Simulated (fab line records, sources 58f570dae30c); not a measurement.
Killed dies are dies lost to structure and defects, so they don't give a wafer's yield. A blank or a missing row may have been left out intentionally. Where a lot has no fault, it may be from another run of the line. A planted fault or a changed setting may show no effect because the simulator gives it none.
Problem report, 8D (eight disciplines) form, completed by code / flow berkeley cmos170 / the parts of the form that need people (team, actions taken, sign-off) are left out

== 1. PROBLEM STATEMENT ==
Mean NSD_RS at UCB170_SDANNEAL_RS_MEAS_03: 38.16 ohm/sq over 6 wafers in 2 lots; fault-free wafers: 37.31 ohm/sq, standard deviation 0.088. Relative to the usual mean, that is a shift of +9.7 standard deviations.
The step: measures by four-point-probe.
Seen first at day 8 13:20 on film metro-02, wafer L119.3. At this step, 39 wafers from 13 lots have a number in the record. The rule behind "out" and "out of limits": a value lying over 4 standard deviations away from the usual mean. The other wafers with a number count as sound.

== 2. WHAT IT IS AND WHAT IT IS NOT ==
question=which readings at this step | is=NSD_RS | is not=-
question=which lots | is=L119, L123 | is not=L111, L112, L113, L114, L117, L120, L126, L127, L128, L130, L131
question=which wafers of those lots | is=all that have a number | is not=-
question=read on which gauges | is=film metro-02 | is not=film metro-03, film metro-04
question=when | is=from day 8 13:20 | is not=up to then (18 sound wafers); but 15 sound wafers of L126, L127, L128, L130, L131 came after

== 3. WHAT RULES OUT EACH SUSPECT ==
Counting: any tool at a process step up to the reading is kept as a suspect provided that every lot that is out went through it and no sound lot did after the first of them.
- ruled out: the gauge at UCB170_SDANNEAL_RS_MEAS_03. All the wafers that are out were read on film metro-02, but those of them that UCB170_NSD_IMPLANT_08 has rows for are out there too, on other tools.
- implanter-02 at UCB170_NSD_IMPLANT_08: kept. It ran every lot that is out, first L119 (day 8 09:35), and no sound lot after that; its last sound lot up to then is L113 (day 6 16:56). Its own beam energy keV readings are out on those wafers.
- plasma asher-02 at UCB170_NSD_STRIP_09 (strips in O2): ruled out as a lasting fault. The sound lots L127, L128 went through it after L119, its earliest lot that is out (day 8 09:43).
Remaining after the count: implanter-02 at UCB170_NSD_IMPLANT_08.

== 4. THE CAUSE (what the simulator had put in) ==
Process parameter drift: implanter-02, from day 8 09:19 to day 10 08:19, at UCB170_NSD_IMPLANT_08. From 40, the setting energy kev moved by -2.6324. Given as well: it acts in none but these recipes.
Counting left only this tool.

== 5. SEQUENCE OF EFFECTS, ordered by route ==
Each row: a reading whose mean over the struck wafers that have a number lies more than 3 standard deviations from the usual. Only readings whose record carries a usual standard deviation are examined. hours: median over the lots of the time between each lot's start at the first step of this table that gives one and its start at this step. sigmas: the change, counted in usual standard deviations.
hours=0; step=UCB170_NSD_IMPLANT_08; reading=beam energy keV; usual=40.004; on struck wafers=37.358; change=-2.646; sigmas=-99 or more
hours=0; step=UCB170_NSD_STRIP_09; reading=strip time to endpoint s; usual=35.82 s; on struck wafers=34.80; change=-1.02; sigmas=-13
hours=3; step=UCB170_SDANNEAL_RS_MEAS_03; reading=NSD_RS; usual=37.31 ohm/sq; on struck wafers=38.16; change=+0.85; sigmas=+9.7
Here are the process steps it includes:
- UCB170_NSD_IMPLANT_08
- UCB170_NSD_STRIP_09: strips in O2.
Later steps that measure or inspect, where all struck wafers having a row at the step show a number for every such reading and not one has moved that far: UCB170_M1_CD_MEAS_09.

== 6. HOW IT WOULD HAVE BEEN CAUGHT EARLIER ==
Counted from the fault's start at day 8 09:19, it took 4 hours until the first out-of-limits reading at a measuring or inspecting step in this record, taken at day 8 13:20.
The tool's own readings at UCB170_NSD_IMPLANT_08 were out on every struck wafer that the step has a row for (beam energy keV): an alarm limit on them would have fired on the first of those.
Of the lots that are out (2), L123 began UCB170_NSD_IMPLANT_08 on implanter-02 after day 8 13:20. It would have been spared by a hold on the tool at that moment.
